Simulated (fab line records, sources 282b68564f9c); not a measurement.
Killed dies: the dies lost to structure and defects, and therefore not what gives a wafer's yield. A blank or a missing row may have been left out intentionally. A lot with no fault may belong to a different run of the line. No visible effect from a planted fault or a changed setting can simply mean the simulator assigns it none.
fab line records ; flow rit_cmos
record lots=14; wafers=42; last_day=7
route steps=202 shown REOX@102 PSD@150 PLDD@159 SILICIDE@165 M1@202
lots that met no fault: taken from a fault-free run of the same line
start_h: hours from the record's first day to the start of the lot's first wafer shown ; wait_h: hours since the lot's step before ; " repeats the value in the row above ; L1.1+2: a single row standing in for several wafers ; - no value, or no start given ; * or withheld: withheld ; < > ~ a bound
route shown NAME@n: names a module that has steps shown in the file, with the first one's number in the route ; usual: mean and standard deviation over wafers with no fault ; same: alike in all rows ; chamber/n: place in a boat ; sites: readings site by site ; _std_site: standard deviation across them ; _edge_site: mean of outer sites minus mean of inner sites ; radius_mm: how far each site lies from the wafer's centre ; mask NAME#n: copy n ; behind: the tool/chamber that last shaped the wafer ; hold: what put the lot on hold/how long, in hours/how the hold closed ; device: which transistor (n, p or np) failed to switch ; end of line: the route-end tests of the same wafers ; a step without rows: its recipe alone ; killed: dies lost to structure and defects at the first sort, not the wafer's yield ; map: per-die view of a wafer (x killed, . not killed, _ where there is no die)
set.NAME: the setting that was run; set.NAME@STEP: the one run at that earlier step ; model.NAME: the simulator's own value behind a step, which no gauge read
route steps across a sampled set of lots; one table per step, one row per wafer
services: the hour from which a tool's chamber was out of use, counted from the record's first day as start_h (under 0 if before that day), plus the number of hours and why
## steps
# step RIT_REOX_THK_MEAS_04
# recipe reads=SiO2_of_REOX_OXIDATION_03
# usual REOX_OXIDE_THK=25.0/0.49
lot.wafer;tool;chamber;start_h;wait_h;REOX_OXIDE_THK[nm]
L758.1;film_metro-02;-;52.74;0.2;25.3
L758.3;film_metro-02;-;52.74;0.2;25.7
L758.4;film_metro-02;-;52.74;0.2;25.8
L760.3;film_metro-02;-;57.56;0.0;25.3
L760.5;film_metro-02;-;57.56;0.0;25.3
L760.6;film_metro-02;-;57.56;0.0;25.8
L761.1;film_metro-02;-;63.96;0.0;25.6
L761.2;film_metro-02;-;63.96;0.0;24.9
L761.3;film_metro-02;-;63.96;0.0;25.2
L763.2;film_metro-02;-;73.30;0.0;24.8
L763.3;film_metro-02;-;73.30;0.0;25.2
L763.5;film_metro-02;-;73.30;0.0;25.6
L766.1;film_metro-02;-;85.66;0.0;25.1
L766.3;film_metro-02;-;85.66;0.0;24.7
L766.5;film_metro-02;-;85.66;0.0;24.8
L769.1;film_metro-03;-;100.78;0.0;25.2
L769.3;film_metro-03;-;100.78;0.0;25.5
L769.5;film_metro-03;-;100.78;0.0;25.0
L772.2;film_metro-03;-;116.01;0.0;24.4
L772.3;film_metro-03;-;116.01;0.0;24.5
L772.5;film_metro-03;-;116.01;0.0;24.9
L775.4;film_metro-04;-;126.68;0.0;24.1
L775.5;film_metro-04;-;126.68;0.0;24.2
L775.6;film_metro-04;-;126.68;0.0;24.3
L776.1;film_metro-04;-;136.62;0.0;24.4
L776.2;film_metro-04;-;136.62;0.0;24.6
L776.6;film_metro-04;-;136.62;0.0;24.7
L777.1;film_metro-02;-;139.85;0.0;25.1
L777.3;film_metro-02;-;139.85;0.0;24.8
L777.6;film_metro-02;-;139.85;0.0;25.0
L778.2;film_metro-04;-;144.52;0.0;24.1
L778.4;film_metro-04;-;144.52;0.0;24.4
L778.6;film_metro-04;-;144.52;0.0;24.5
L779.3;film_metro-04;-;149.47;0.0;24.6
L779.4;film_metro-04;-;149.47;0.0;24.7
L779.5;film_metro-04;-;149.47;0.0;24.3
L780.1;film_metro-02;-;156.38;0.0;25.9
L780.4;film_metro-02;-;156.38;0.0;26.1
L780.6;film_metro-02;-;156.38;0.0;25.1
L781.1;film_metro-04;-;160.49;0.0;25.1
L781.2;film_metro-04;-;160.49;0.0;25.1
L781.6;film_metro-04;-;160.49;0.0;25.2
# step RIT_PSD_IMPLANT_08
# recipe species=BF2; energy_kev=27; dose_cm2=5e+15; tilt_deg=7
# usual dose_ions_cm2=5e+15/5.4e+12
lot.wafer;tool;chamber;start_h;wait_h;dose_ions_cm2
L758.1;implanter-02;0;61.61;0.1;4.99e+15
L758.3;implanter-02;0;61.61;0.1;4.998e+15
L758.4;implanter-02;0;61.61;0.1;4.999e+15
L760.3;implanter-03;0;65.83;0.1;4.996e+15
L760.5;implanter-03;0;65.83;0.1;4.995e+15
L760.6;implanter-03;0;65.83;0.1;4.999e+15
L761.1;implanter-02;0;72.46;0.1;5.004e+15
L761.2;implanter-02;0;72.46;0.1;4.999e+15
L761.3;implanter-02;0;72.46;0.1;4.993e+15
L763.2;implanter-03;0;82.42;0.1;4.473e+15
L763.3;implanter-03;0;82.42;0.1;4.464e+15
L763.5;implanter-03;0;82.42;0.1;4.462e+15
L766.1;implanter-03;0;94.96;0.1;4.475e+15
L766.3;implanter-03;0;94.96;0.1;4.471e+15
L766.5;implanter-03;0;94.96;0.1;4.47e+15
L769.1;implanter-01;0;109.21;0.1;4.997e+15
L769.3;implanter-01;0;109.21;0.1;5.005e+15
L769.5;implanter-01;0;109.21;0.1;4.998e+15
L772.2;implanter-02;0;124.61;0.1;4.999e+15
L772.3;implanter-02;0;124.61;0.1;5.004e+15
L772.5;implanter-02;0;124.61;0.1;5.001e+15
L775.4;implanter-02;0;134.65;0.1;5.004e+15
L775.5;implanter-02;0;134.65;0.1;5.001e+15
L775.6;implanter-02;0;134.65;0.1;5.002e+15
L776.1;implanter-01;0;145.00;0.1;5.005e+15
L776.2;implanter-01;0;145.00;0.1;5.002e+15
L776.6;implanter-01;0;145.00;0.1;5.002e+15
L777.1;implanter-02;0;149.05;0.1;5.008e+15
L777.3;implanter-02;0;149.05;0.1;5.013e+15
L777.6;implanter-02;0;149.05;0.1;5.005e+15
L778.2;implanter-02;0;153.09;0.1;5.006e+15
L778.4;implanter-02;0;153.09;0.1;5e+15
L778.6;implanter-02;0;153.09;0.1;5e+15
L779.3;implanter-01;0;158.91;0.1;4.99e+15
L779.4;implanter-01;0;158.91;0.1;5.008e+15
L779.5;implanter-01;0;158.91;0.1;5.004e+15
L780.1;implanter-02;0;164.39;0.1;5.005e+15
L780.4;implanter-02;0;164.39;0.1;5.007e+15
L780.6;implanter-02;0;164.39;0.1;4.999e+15
L781.1;implanter-03;0;169.11;0.1;4.998e+15
L781.2;implanter-03;0;169.11;0.1;4.998e+15
L781.6;implanter-03;0;169.11;0.1;5.001e+15
# step RIT_SDANNEAL_RS_MEAS_04
# recipe thk_meas_gauge=four-point-probe
# usual PSD_RS=115.9/0.34
lot.wafer;tool;chamber;start_h;wait_h;PSD_RS[ohm/sq]
L758.1;film_metro-03;-;62.42;0.0;115.7
L758.3;film_metro-03;-;62.42;0.0;115.6
L758.4;film_metro-03;-;62.42;0.0;115.5
L760.3;film_metro-01;-;66.63;0.1;116.2
L760.5;film_metro-01;-;66.63;0.1;116.4
L760.6;film_metro-01;-;66.63;0.1;116.1
L761.1;film_metro-04;-;73.45;0.0;115.8
L761.2;film_metro-04;-;73.45;0.0;116.0
L761.3;film_metro-04;-;73.45;0.0;115.8
L763.2;film_metro-01;-;83.22;0.1;117.3
L763.3;film_metro-01;-;83.22;0.1;117.6
L763.5;film_metro-01;-;83.22;0.1;117.5
L766.1;film_metro-01;-;95.98;0.0;117.7
L766.3;film_metro-01;-;95.98;0.0;117.8
L766.5;film_metro-01;-;95.98;0.0;117.6
L769.1;film_metro-03;-;110.08;0.0;116.2
L769.3;film_metro-03;-;110.08;0.0;115.8
L769.5;film_metro-03;-;110.08;0.0;116.0
L772.2;film_metro-04;-;125.45;0.1;115.9
L772.3;film_metro-04;-;125.45;0.1;115.9
L772.5;film_metro-04;-;125.45;0.1;116.0
L775.4;film_metro-04;-;135.44;0.1;115.8
L775.5;film_metro-04;-;135.44;0.1;115.9
L775.6;film_metro-04;-;135.44;0.1;115.4
L776.1;film_metro-04;-;145.81;0.0;116.3
L776.2;film_metro-04;-;145.81;0.0;116.0
L776.6;film_metro-04;-;145.81;0.0;116.2
L777.1;film_metro-04;-;149.87;0.0;115.7
L777.3;film_metro-04;-;149.87;0.0;116.8
L777.6;film_metro-04;-;149.87;0.0;116.3
L778.2;film_metro-03;-;153.91;0.1;115.4
L778.4;film_metro-03;-;153.91;0.1;115.5
L778.6;film_metro-03;-;153.91;0.1;115.5
L779.3;film_metro-01;-;159.73;0.1;116.4
L779.4;film_metro-01;-;159.73;0.1;116.1
L779.5;film_metro-01;-;159.73;0.1;116.4
L780.1;film_metro-04;-;165.22;0.0;115.6
L780.4;film_metro-04;-;165.22;0.0;115.4
L780.6;film_metro-04;-;165.22;0.0;115.7
L781.1;film_metro-03;-;170.00;0.0;115.1
L781.2;film_metro-03;-;170.00;0.0;115.5
L781.6;film_metro-03;-;170.00;0.0;115.3
# step RIT_SDANNEAL_RS_MEAS_06
# recipe thk_meas_gauge=four-point-probe
# usual PLDD_RS=178.7/0.41
lot.wafer;tool;chamber;start_h;wait_h;PLDD_RS[ohm/sq]
L758.1;film_metro-03;-;62.66;0.1;179.1
L758.3;film_metro-03;-;62.66;0.1;178.8
L758.4;film_metro-03;-;62.66;0.1;178.9
L760.3;film_metro-01;-;66.87;0.1;178.8
L760.5;film_metro-01;-;66.87;0.1;179.3
L760.6;film_metro-01;-;66.87;0.1;178.7
L761.1;film_metro-04;-;73.69;0.1;178.6
L761.2;film_metro-04;-;73.69;0.1;178.7
L761.3;film_metro-04;-;73.69;0.1;178.9
L763.2;film_metro-01;-;83.46;0.1;178.4
L763.3;film_metro-01;-;83.46;0.1;179.1
L763.5;film_metro-01;-;83.46;0.1;179.0
L766.1;film_metro-01;-;96.22;0.1;179.0
L766.3;film_metro-01;-;96.22;0.1;179.1
L766.5;film_metro-01;-;96.22;0.1;179.2
L769.1;film_metro-03;-;110.32;0.1;179.2
L769.3;film_metro-03;-;110.32;0.1;178.1
L769.5;film_metro-03;-;110.32;0.1;178.4
L772.2;film_metro-04;-;125.69;0.1;178.9
L772.3;film_metro-04;-;125.69;0.1;179.0
L772.5;film_metro-04;-;125.69;0.1;179.4
L775.4;film_metro-04;-;135.68;0.1;178.9
L775.5;film_metro-04;-;135.68;0.1;179.3
L775.6;film_metro-04;-;135.68;0.1;178.9
L776.1;film_metro-04;-;146.05;0.1;178.8
L776.2;film_metro-04;-;146.05;0.1;178.6
L776.6;film_metro-04;-;146.05;0.1;178.8
L777.1;film_metro-04;-;150.11;0.1;179.1
L777.3;film_metro-04;-;150.11;0.1;179.3
L777.6;film_metro-04;-;150.11;0.1;179.1
L778.2;film_metro-03;-;154.15;0.1;177.7
L778.4;film_metro-03;-;154.15;0.1;177.8
L778.6;film_metro-03;-;154.15;0.1;178.1
L779.3;film_metro-01;-;159.97;0.1;179.2
L779.4;film_metro-01;-;159.97;0.1;179.1
L779.5;film_metro-01;-;159.97;0.1;178.7
L780.1;film_metro-04;-;165.46;0.1;177.9
L780.4;film_metro-04;-;165.46;0.1;178.7
L780.6;film_metro-04;-;165.46;0.1;178.4
L781.1;film_metro-03;-;170.24;0.1;178.2
L781.2;film_metro-03;-;170.24;0.1;178.1
L781.6;film_metro-03;-;170.24;0.1;177.7
# step RIT_SILICIDE_RTA_04
# recipe temp_c=650; time_s=10; idle_temp_c=25; ramp_up_s=5; ramp_down_s=5; cool_to_c=25; ambient=N2
# usual wafer_temp_C_max=653.1/0.7
lot.wafer;tool;chamber;start_h;wait_h;wafer_temp_C_max
L758.1;rtp_anneal-02;0;63.24;0.1;653.1
L758.3;rtp_anneal-02;0;63.24;0.1;654.3
L758.4;rtp_anneal-02;0;63.24;0.1;653.9
L760.3;rtp_anneal-01;0;67.44;0.1;653.9
L760.5;rtp_anneal-01;0;67.44;0.1;652.6
L760.6;rtp_anneal-01;0;67.44;0.1;652.9
L761.1;rtp_anneal-01;0;74.28;0.1;652.4
L761.2;rtp_anneal-01;0;74.28;0.1;651.8
L761.3;rtp_anneal-01;0;74.28;0.1;652.0
L763.2;rtp_anneal-01;0;84.03;0.1;652.5
L763.3;rtp_anneal-01;0;84.03;0.1;652.2
L763.5;rtp_anneal-01;0;84.03;0.1;652.4
L766.1;rtp_anneal-02;0;96.82;0.1;652.8
L766.3;rtp_anneal-02;0;96.82;0.1;652.9
L766.5;rtp_anneal-02;0;96.82;0.1;653.2
L769.1;rtp_anneal-01;0;110.91;0.1;652.8
L769.3;rtp_anneal-01;0;110.91;0.1;652.4
L769.5;rtp_anneal-01;0;110.91;0.1;652.6
L772.2;rtp_anneal-02;0;126.29;0.1;654.3
L772.3;rtp_anneal-02;0;126.29;0.1;653.6
L772.5;rtp_anneal-02;0;126.29;0.1;652.6
L775.4;rtp_anneal-01;0;136.24;0.1;652.9
L775.5;rtp_anneal-01;0;136.24;0.1;652.9
L775.6;rtp_anneal-01;0;136.24;0.1;652.5
L776.1;rtp_anneal-02;0;146.63;0.1;653.1
L776.2;rtp_anneal-02;0;146.63;0.1;653.2
L776.6;rtp_anneal-02;0;146.63;0.1;653.3
L777.1;rtp_anneal-01;0;150.71;0.1;653.3
L777.3;rtp_anneal-01;0;150.71;0.1;652.6
L777.6;rtp_anneal-01;0;150.71;0.1;652.0
L778.2;rtp_anneal-02;0;154.72;0.1;653.2
L778.4;rtp_anneal-02;0;154.72;0.1;653.2
L778.6;rtp_anneal-02;0;154.72;0.1;654.8
L779.3;rtp_anneal-01;0;160.55;0.1;654.1
L779.4;rtp_anneal-01;0;160.55;0.1;653.0
L779.5;rtp_anneal-01;0;160.55;0.1;651.9
L780.1;rtp_anneal-02;0;166.04;0.1;653.7
L780.4;rtp_anneal-02;0;166.04;0.1;656.0
L780.6;rtp_anneal-02;0;166.04;0.1;652.5
L781.1;rtp_anneal-01;0;170.84;0.1;652.6
L781.2;rtp_anneal-01;0;170.84;0.1;653.6
L781.6;rtp_anneal-01;0;170.84;0.1;652.9
# step RIT_M1_PROBE_99
# usual killed_at_contacts=0.0/0.18; killed_at_front_end=7/3; killed_dies=7/3; killed_open=3.6/1.9; killed_short=3.2/1.8
# same gross_dies=264; killed_at_M0_to_M3=0; killed_at_M4_up=0; killed_at_back_side=0; killed_at_other=0
lot.wafer;tool;chamber;start_h;wait_h;killed_at_contacts;killed_at_front_end;killed_dies;killed_open;killed_short
L763.2;prober-01;-;90.80;0.1;0;2;2;1;1
L763.3;prober-01;-;90.85;0.2;0;7;7;4;3
L763.5;prober-01;-;90.95;0.2;0;10;10;6;4
L766.1;prober-02;-;103.58;0.1;0;2;2;2;0
L766.3;prober-02;-;103.68;0.2;0;8;8;4;4
L766.5;prober-02;-;103.78;0.2;0;5;5;2;3
L772.2;prober-02;-;133.04;0.1;0;2;2;2;0
L772.3;prober-02;-;133.09;0.2;0;5;5;3;2
L772.5;prober-02;-;133.19;0.2;0;4;4;4;0
L776.1;prober-02;-;153.21;0.1;0;4;4;2;2
L776.2;prober-02;-;153.26;0.1;0;8;8;4;4
L776.6;prober-02;-;153.46;0.2;0;6;6;2;4
L777.1;prober-01;-;157.55;0.1;0;12;12;7;5
L777.3;prober-01;-;157.65;0.2;0;6;6;3;3
L777.6;prober-01;-;157.80;0.2;0;6;6;3;3
L778.2;prober-02;-;161.28;0.1;0;6;6;2;4
L778.4;prober-02;-;161.38;0.2;1;6;7;2;5
L778.6;prober-02;-;161.48;0.2;0;5;5;4;1
# killed by level:class
L763.2 FOX1:geometric_particle:short=1 SILICIDE:geometric_particle:open=1
L763.3 GATE:geometric_particle:open=2 SILICIDE:geometric_particle:short=2 GATE:geometric_particle:short=1 SPACER:geometric_particle:open=1 SILICIDE:geometric_particle:open=1
L763.5 SILICIDE:geometric_particle:open=3 SILICIDE:geometric_particle:short=2 FOX1:geometric_particle:open=1 FOX2:geometric_particle:short=1 GATE:geometric_particle:short=1 GATE:geometric_particle:open=1 SPACER:geometric_particle:open=1
L766.1 GATE:geometric_particle:open=1 SILICIDE:geometric_particle:open=1
L766.3 GATE:geometric_particle:open=2 SILICIDE:geometric_particle:short=2 FOX1:geometric_particle:short=1 REOX:geometric_particle:open=1 REOX:geometric_particle:short=1 SILICIDE:geometric_particle:open=1
L766.5 FOX1:geometric_particle:open=1 FOX1:geometric_particle:short=1 GATE:geometric_particle:short=1 SPACER:geometric_particle:open=1 SILICIDE:geometric_particle:short=1
L772.2 FOX1:geometric_particle:open=1 SILICIDE:geometric_particle:open=1
L772.3 FOX1:geometric_particle:open=3 SILICIDE:geometric_particle:short=2
L772.5 FOX1:geometric_particle:open=3 GATE:geometric_particle:open=1
L776.1 FOX1:geometric_particle:short=1 FOX2:geometric_particle:open=1 GATE:geometric_particle:short=1 REOX:geometric_particle:open=1
L776.2 FOX1:geometric_particle:short=2 GATE:geometric_particle:short=2 SILICIDE:geometric_particle:open=2 FOX1:geometric_particle:open=1 REOX:geometric_particle:open=1
L776.6 GATE:geometric_particle:open=2 GATE:geometric_particle:short=2 SILICIDE:geometric_particle:short=2
L777.1 SILICIDE:geometric_particle:open=3 FOX2:geometric_particle:open=2 SPACER:geometric_particle:short=2 FOX2:geometric_particle:short=1 GATE:geometric_particle:short=1 GATE:geometric_particle:open=1 REOX:geometric_particle:short=1 SPACER:geometric_particle:open=1
L777.3 SILICIDE:geometric_particle:short=2 FOX1:geometric_particle:open=1 FOX1:geometric_particle:short=1 GATE:geometric_particle:open=1 SILICIDE:geometric_particle:open=1
L777.6 GATE:geometric_particle:short=2 GATE:geometric_particle:open=2 ACTIVE:geometric_particle:short=1 REOX:geometric_particle:open=1
L778.2 SILICIDE:geometric_particle:short=3 GATE:geometric_particle:open=1 REOX:geometric_particle:short=1 SILICIDE:geometric_particle:open=1
L778.4 GATE:geometric_particle:short=3 FOX1:geometric_particle:open=1 SPACER:geometric_particle:short=1 SILICIDE:geometric_particle:short=1 CONTACT:geometric_particle:open=1
L778.6 FOX1:geometric_particle:open=2 SPACER:geometric_particle:open=2 GATE:geometric_particle:short=1
## services
tool;chamber;start_h;hours;kind
implanter-01;-;49.99;3.0;repair
implanter-02;-;51.63;2.8;repair
implanter-03;-;156.40;3.4;pm
## key
first_sign step=RIT_PSD_IMPLANT_08; reading=dose_ions_cm2; direction=down; sigmas=98; usual=5e+15; struck=4.469e+15
effect step=RIT_SDANNEAL_RS_MEAS_04; reading=PSD_RS; direction=up; sigmas=5; usual=115.9; struck=117.6
met_at RIT_PSD_IMPLANT_08
struck_lots L763,L766
tester_left_out L763,L766
not_acting_at RIT_REOX_THK_MEAS_04,RIT_SDANNEAL_RS_MEAS_06,RIT_SILICIDE_RTA_04
onset_between 65.83 82.42
fault kind=process_parameter_drift; tool=implanter-03; chamber=-; onset_h=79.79; steps=RIT_PSD_IMPLANT_08; channel=dose_cm2; offset=-5.3057e+14; shape=step; end_h=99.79; acts_in=these_recipes_only; stated=5e+15
# tester_left_out: of these lots the tester's yield and bins aren't shown, on N5 and GAA mostly nor the transistor test; their killed dies are dies lost to structure and defects alone, not to doping, threshold or leakage, so they don't give the yield
